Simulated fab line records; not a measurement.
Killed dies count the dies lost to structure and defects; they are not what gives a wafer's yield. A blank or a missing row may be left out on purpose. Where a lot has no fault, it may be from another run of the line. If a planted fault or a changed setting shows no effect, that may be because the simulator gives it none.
Which tool is to blame? + flow berkeley_cmos170 + at 1 step of a route of 331, 7 lots with 21 wafers sampled

WHAT THE GAUGES READ, wafer by wafer
UCB170_PWELL_THK_MEAS_03.
| lot  | measured    | on            | PWELL_OXIDE_THK (nm) |
|------|-------------|---------------|----------------------|
| L736 | day 3 18:53 | film_metro-01 | 27.5 27.0 26.5       |
| L740 | day 4 20:29 | film_metro-03 | 25.7 25.8 25.2       |
| L743 | day 5 11:56 | film_metro-04 | 26.9 26.9 26.7       |
| L745 | day 5 20:14 | film_metro-03 | 26.4 26.9 26.6       |
| L748 | day 6 03:07 | film_metro-03 | 26.9 27.0 27.1       |
| L750 | day 6 16:10 | film_metro-03 | 25.9 26.0 26.2       |
| L755 | day 7 17:29 | film_metro-03 | 26.5 26.3 26.4       |

TOOL THAT RAN EACH LOT (tool first, then ch and the chambers of the sampled wafers, then the start)
The record holds no process step before these readings.

THE ANSWER, worked out from the rows above alone
Rule: what is usual is taken from the lots themselves. Put in order of their means at a reading, lots are off if they are a third of the lots or fewer, leave a main group of 4 or more, and stand apart from it by a gap of 3 or more times the standard deviation of the main group's means; of several such gaps the widest counts. If all means in a main group match to the digits the tables above print for the reading, that group is not used. A lot without any number at a reading at which 4 lots or more have one is off too. Where the step has rows for the other lots, those lots are counted as sound.
No lot is off at any reading shown: from this, nothing can be told.

WHAT HAD BEEN PUT IN BY THE SIMULATOR
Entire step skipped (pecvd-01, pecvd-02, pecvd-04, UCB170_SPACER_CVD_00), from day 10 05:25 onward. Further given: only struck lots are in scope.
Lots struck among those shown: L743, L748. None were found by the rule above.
